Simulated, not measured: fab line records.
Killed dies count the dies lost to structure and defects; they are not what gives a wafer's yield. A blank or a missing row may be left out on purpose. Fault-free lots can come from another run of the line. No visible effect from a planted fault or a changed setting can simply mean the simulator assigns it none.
Which tool was responsible? + flow berkeley-cmos170 + 48 wafers from 16 lots sampled at 5 of the route's 331 steps

WHAT EACH GAUGE READ, for each wafer
UCB170_ACTIVE_CD_MEAS_90 targets a cd of 1200 nm. Usual: cd-nm at 1200.6 nm, with a standard deviation of 1.1.
| lot  | measured    | on        | cd-nm (nm)           | flag |
|------|-------------|-----------|----------------------|------|
| L823 | day 4 11:01 | cd-sem-01 | 1200.7 1200.2 1198.4 |      |
| L824 | day 4 11:20 | cd-sem-02 | 1199.7 1199.7 1198.9 |      |
| L826 | day 4 13:45 | cd-sem-01 | 1200.9 1202.9 1202.2 |      |
| L825 | day 4 14:00 | cd-sem-02 | 1200.9 1200.6 1199.5 |      |
| L827 | day 4 18:03 | cd-sem-02 | 1200.8 1200.8 1199.9 |      |
| L829 | day 5 04:34 | cd-sem-02 | 1201.2 1202.3 1200.8 |      |
| L828 | day 5 04:50 | cd-sem-02 | 1199.4 1200.5 1199.2 |      |
| L831 | day 5 11:26 | cd-sem-02 | 1201.0 1200.2 1199.1 |      |
| L830 | day 5 11:49 | cd-sem-01 | 1198.0 1200.5 1200.9 |      |
| L832 | day 5 20:34 | cd-sem-01 | 1201.1 1201.1 1201.6 |      |
| L835 | day 6 08:11 | cd-sem-01 | 1202.7 1203.6 1201.7 |      |
| L836 | day 6 13:34 | cd-sem-02 | 1201.7 1199.2 1201.3 |      |
| L840 | day 7 19:52 | cd-sem-01 | 1201.0 1201.7 1201.3 |      |
| L839 | day 7 20:07 | cd-sem-02 | 1199.2 1200.2 1201.3 |      |
| L843 | day 8 04:20 | cd-sem-02 | 1199.0 1198.7 1200.6 |      |
| L842 | day 8 09:33 | cd-sem-02 | 1200.4 1201.8 1202.2 |      |

UCB170_NLDD_TW_MEAS_11. Usual: NLDD_TW gives 2220 (standard deviation 21).
| lot  | measured     | on            | NLDD_TW        | flag |
|------|--------------|---------------|----------------|------|
| L823 | day 6 06:33  | film-metro-01 | 2196 2196 2183 |      |
| L824 | day 6 06:17  | film-metro-02 | 2257 2252 2240 |      |
| L826 | day 6 06:41  | film-metro-01 | 2192 2204 2201 |      |
| L825 | day 6 06:56  | film-metro-03 | 2212 2224 2209 |      |
| L827 | day 6 17:08  | film-metro-02 | 2260 2249 2244 |      |
| L829 | day 6 22:55  | film-metro-01 | 2204 2199 2185 |      |
| L828 | day 6 22:29  | film-metro-02 | 2251 2256 2248 |      |
| L831 | day 7 11:51  | film-metro-01 | 2193 2194 2190 |      |
| L830 | day 7 12:07  | film-metro-01 | 2204 2207 2188 |      |
| L832 | day 7 21:37  | film-metro-02 | 2249 2238 2236 |      |
| L835 | day 8 05:27  | film-metro-03 | 2213 2216 2216 |      |
| L836 | day 8 20:15  | film-metro-01 | 2191 2197 2194 |      |
| L840 | day 9 17:04  | film-metro-03 | 2211 2209 2220 |      |
| L839 | day 9 17:12  | film-metro-02 | 2248 2241 2235 |      |
| L843 | day 10 08:11 | film-metro-02 | 2229 2235 2236 |      |
| L842 | day 10 07:58 | film-metro-03 | 2217 2210 2222 |      |

UCB170_CONTACT_CD_MEAS_15 targets a cd of 700 nm. Usual: cd-nm at 699.8 nm, with a standard deviation of 1.4.
| lot  | measured     | on        | cd-nm (nm)        | flag |
|------|--------------|-----------|-------------------|------|
| L823 | day 7 01:35  | cd-sem-01 | 699.0 699.2 699.1 |      |
| L824 | day 6 21:19  | cd-sem-01 | 699.5 701.1 700.8 |      |
| L826 | day 7 01:21  | cd-sem-02 | 701.1 700.2 700.3 |      |
| L825 | day 7 01:56  | cd-sem-01 | 702.5 701.0 702.8 |      |
| L827 | day 7 06:16  | cd-sem-01 | 697.8 698.6 697.0 |      |
| L829 | day 7 13:55  | cd-sem-01 | 701.0 701.3 700.8 |      |
| L828 | day 7 13:38  | cd-sem-01 | 699.5 701.3 701.1 |      |
| L831 | day 8 02:58  | cd-sem-02 | 699.6 699.4 699.7 |      |
| L830 | day 8 04:49  | cd-sem-02 | 699.5 698.4 699.0 |      |
| L832 | day 8 11:55  | cd-sem-02 | 699.0 700.2 699.8 |      |
| L835 | day 8 22:33  | cd-sem-01 | 700.0 699.4 699.3 |      |
| L836 | day 9 09:57  | cd-sem-02 | 700.0 699.6 699.7 |      |
| L840 | day 10 10:28 | cd-sem-02 | 712.9 712.9 714.3 | OFF  |
| L839 | day 10 11:00 | cd-sem-01 | 711.2 711.4 711.0 | OFF  |
| L843 | day 10 23:31 | cd-sem-01 | 707.3 707.9 707.5 | OFF  |
| L842 | day 10 23:22 | cd-sem-01 | 705.8 707.3 707.7 | OFF  |

UCB170_CONTACT_OVL_MEAS_16. Usual: CONTACT_OVL gives 3 nm (standard deviation 4.5).
| lot  | measured     | on         | CONTACT_OVL (nm) | flag |
|------|--------------|------------|------------------|------|
| L823 | day 7 01:40  | overlay-02 | 8 3 11           |      |
| L824 | day 6 21:26  | overlay-01 | 6 5 9            |      |
| L826 | day 7 01:28  | overlay-01 | 4 8 2            |      |
| L825 | day 7 02:03  | overlay-01 | 2 -1 -1          |      |
| L827 | day 7 06:23  | overlay-01 | 6 7 0            |      |
| L829 | day 7 14:01  | overlay-01 | 7 5 3            |      |
| L828 | day 7 13:44  | overlay-01 | 7 3 3            |      |
| L831 | day 8 03:04  | overlay-02 | -1 -1 -2         |      |
| L830 | day 8 04:55  | overlay-02 | 4 5 3            |      |
| L832 | day 8 12:01  | overlay-01 | 8 0 1            |      |
| L835 | day 8 22:38  | overlay-01 | 11 -4 3          |      |
| L836 | day 9 10:02  | overlay-02 | 3 -1 5           |      |
| L840 | day 10 10:33 | overlay-02 | -7 -7 -4         |      |
| L839 | day 10 11:07 | overlay-02 | 7 5 -3           |      |
| L843 | day 10 23:37 | overlay-02 | 1 -4 0           |      |
| L842 | day 10 23:27 | overlay-02 | 1 1 2            |      |

WHICH TOOL RAN EACH LOT (tool, then ch and the chambers of the sampled wafers, then the start)
| lot  | UCB170_CONTACT_EXPOSE_12          |
|------|-----------------------------------|
| L823 | krf-scanner-02 ch 0, day 7 01:07  |
| L824 | krf-scanner-02 ch 0, day 6 20:56  |
| L826 | krf-scanner-02 ch 0, day 7 00:58  |
| L825 | krf-scanner-01 ch 0, day 7 01:33  |
| L827 | krf-scanner-01 ch 0, day 7 05:42  |
| L829 | krf-scanner-01 ch 0, day 7 13:29  |
| L828 | krf-scanner-02 ch 0, day 7 13:14  |
| L831 | krf-scanner-02 ch 0, day 8 02:14  |
| L830 | krf-scanner-02 ch 0, day 8 04:05  |
| L832 | krf-scanner-02 ch 0, day 8 11:26  |
| L835 | krf-scanner-02 ch 0, day 8 22:04  |
| L836 | krf-scanner-02 ch 0, day 9 09:34  |
| L840 | krf-scanner-02 ch 0, day 10 10:04 |
| L839 | krf-scanner-02 ch 0, day 10 10:37 |
| L843 | krf-scanner-02 ch 0, day 10 23:04 |
| L842 | krf-scanner-02 ch 0, day 10 22:50 |
- UCB170_CONTACT_EXPOSE_12: exposes mask CONT, target cd 700 nm.

WHAT THE TOOLS THEMSELVES READ (means of the sampled wafers that have a number; where no wafer has one, the mark that the record gives instead)
UCB170_CONTACT_EXPOSE_12. Usual: exposure-dose-mJ-cm2 at 34.97, with a standard deviation of 0.035.
| lot  | tool           | exposure-dose-mJ-cm2 | flag |
|------|----------------|----------------------|------|
| L823 | krf-scanner-02 | 34.96                |      |
| L824 | krf-scanner-02 | 34.94                |      |
| L826 | krf-scanner-02 | 34.98                |      |
| L825 | krf-scanner-01 | 34.96                |      |
| L827 | krf-scanner-01 | 35.01                |      |
| L829 | krf-scanner-01 | 34.99                |      |
| L828 | krf-scanner-02 | 34.95                |      |
| L831 | krf-scanner-02 | 34.97                |      |
| L830 | krf-scanner-02 | 34.94                |      |
| L832 | krf-scanner-02 | 34.99                |      |
| L835 | krf-scanner-02 | 34.98                |      |
| L836 | krf-scanner-02 | 34.99                |      |
| L840 | krf-scanner-02 | 37.62                | OFF  |
| L839 | krf-scanner-02 | 37.10                | OFF  |
| L843 | krf-scanner-02 | 36.70                | OFF  |
| L842 | krf-scanner-02 | 36.69                | OFF  |

THE ANSWER, worked out from the rows above alone
Rule: take the mean of a lot's wafers that have a number; if it is more than 3 standard deviations from the usual mean, the lot is off. A lot without any number at a reading at which 4 lots or more have one is off too. The other lots that the step has rows for count as sound. Order of review: gauges by route order, followed by the tools' own readings, for which a lot's mean as printed above is used. At the first step where some lot is off, the reading lying furthest off is the one used; lots without a number count as furthest.
Off: L840, L839, L843, L842 (UCB170_CONTACT_CD_MEAS_15, cd-nm).
If a tool, at a process step before that reading, ran all the lots that are off and no sound lot after the first of them, it fits. The gauges at UCB170_CONTACT_CD_MEAS_15 aren't tried: what is off there is off at UCB170_CONTACT_EXPOSE_12 too, on other tools, and a gauge's error can't cause that. One fits: krf-scanner-02 at UCB170_CONTACT_EXPOSE_12. Its last sound lot is L836 (day 9 09:34), its first lot that is off L840 (day 10 10:04): a fault that began between those two fits.
The tool's own readings at UCB170_CONTACT_EXPOSE_12 bear it out: on the lots that are off they differ by more than 5 times the standard deviation of the sound lots' means. exposure-dose-mJ-cm2 reads 37.03 there against 34.97 on the sound lots.

WHAT WAS PUT IN BY THE SIMULATOR
Drift in process parameters on krf-scanner-02 at UCB170_CONTACT_EXPOSE_12, starting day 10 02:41. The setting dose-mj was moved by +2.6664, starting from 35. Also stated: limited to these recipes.
Struck lots among those shown: L840, L839, L843, L842. The rule given above showed the same thing.
